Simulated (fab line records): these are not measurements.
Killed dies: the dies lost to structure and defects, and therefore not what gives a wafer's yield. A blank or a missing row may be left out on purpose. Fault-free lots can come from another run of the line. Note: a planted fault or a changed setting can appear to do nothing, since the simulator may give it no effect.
A lot that was struck, set against a sound lot :: flow ritCmos :: 17 steps out of a route of 202
Sound: these wafers, L650.3, L650.5, L650.6. Struck: wafers L653.3, L653.5, L653.6. Last of all comes the cause.
At each step with rows: each side's tool, then ch and its chambers, then its first start. Under that, the readings that differ: sound wafers :: struck wafers :: difference of the means :: sigmas: that difference in standard deviations of wafers without a fault.
alike: readings with means less than 2 such deviations apart, plus words and numbers identical on both sides. not compared: withheld readings, readings lacking a value on some wafer, bounds such as >300 that could conceal the same value, and numbers that have no deviation in the record and whose values overlap.
The two part at a step that has a row with sigmas, a row that says differs or no value, or rows on one side only. Non-overlapping numbers with no deviation appear without sigmas and do not part them. A reading missing from all wafers of one side parts the sides only when that side holds two or more wafers.

RIT_PWELL_TW_MEAS_10:
  struck on filmMetro-03, day 4 11:19; sound on filmMetro-01, day 3 20:48
  alike: PWELL_TW
then, 1 step without rows for these wafers: RIT_WELLDRIVE_ANNEAL_00 (time 14700 s).
RIT_WELLDRIVE_RS_MEAS_01: uses a four-point probe to measure.
  struck on filmMetro-03, day 4 17:47; sound on filmMetro-03, day 4 01:58
reading: NWELL_RS (ohm/sq)
sound: 276.1 276.2 276.7
struck: 275.0 274.7 275.3
difference: -1.3
sigmas: -2
RIT_WELLDRIVE_RS_MEAS_02: uses a four-point probe to measure.
  struck on filmMetro-03, day 4 17:55; sound on filmMetro-03, day 4 02:05
  alike: PWELL_RS
then, 6 steps without rows for these wafers: RIT_NRETRO_HMDS_00 (prime time 60 s); RIT_NRETRO_COAT_01 (resist thk 1319 nm); RIT_NRETRO_SOFTBAKE_02 (time 60 s); RIT_NRETRO_EXPOSE_03 (exposes mask M4, target cd 43900 nm); RIT_NRETRO_PEB_04; RIT_NRETRO_DEVELOP_05 (develop time 68 s).
RIT_NRETRO_OVL_MEAS_06:
  struck on overlay-01, day 4 19:01; sound on overlay-01, day 4 03:03
  alike: NRETRO_OVL
then, 1 step without rows for these wafers: RIT_NRETRO_HARDBAKE_07 (time 120 s).
RIT_NRETRO_IMPLANT_08:
  sound on implanter-01 ch 0, day 4 03:23; struck on implanter-02 ch 0, day 4 19:20
reading: doseIonsCm2
sound: 1.0011e+13 1.0013e+13 1.0005e+13
struck: 8.791e+12 8.81e+12 8.8e+12
difference: -1.209e+12
sigmas: -99 or more

reading: faradayCurrentUA
sound: 31.4 31.7 30.7
struck: 28.2 27.8 27.2
difference: -3.5
sigmas: -6
RIT_NRETRO_STRIP_09: strips in O2, time 180 s.
  sound on plasmaAsher-04 ch 0,1, day 4 03:32; struck on plasmaAsher-02 ch 0,1, day 4 19:29
  alike: drypumpMotorCurrentA
  not compared: rfHoursCounterH
RIT_NRETRO_TW_MEAS_10:
  struck on filmMetro-04, day 4 19:38; sound on filmMetro-04, day 4 03:40
reading: NRETRO_TW
sound: 1046 1042 1039
struck: 1002 1002 998
difference: -42
sigmas: -6
then, 1 step without rows for these wafers: RIT_PRETRO_HMDS_00 (prime time 60 s).
RIT_M1_PROBE_99:
  struck on prober-01, day 6 00:02; sound on prober-01, day 5 08:08
  alike: killedAtContacts, killedAtFrontEnd, killedDies, killedOpen, killedShort

== WHERE THEY PART ==
Last at RIT_NRETRO_TW_MEAS_10 as far as this record goes, first at RIT_WELLDRIVE_RS_MEAS_01. Later steps at which nothing parts them and some readings are alike: RIT_M1_PROBE_99.

WHY: the cause the simulator had injected
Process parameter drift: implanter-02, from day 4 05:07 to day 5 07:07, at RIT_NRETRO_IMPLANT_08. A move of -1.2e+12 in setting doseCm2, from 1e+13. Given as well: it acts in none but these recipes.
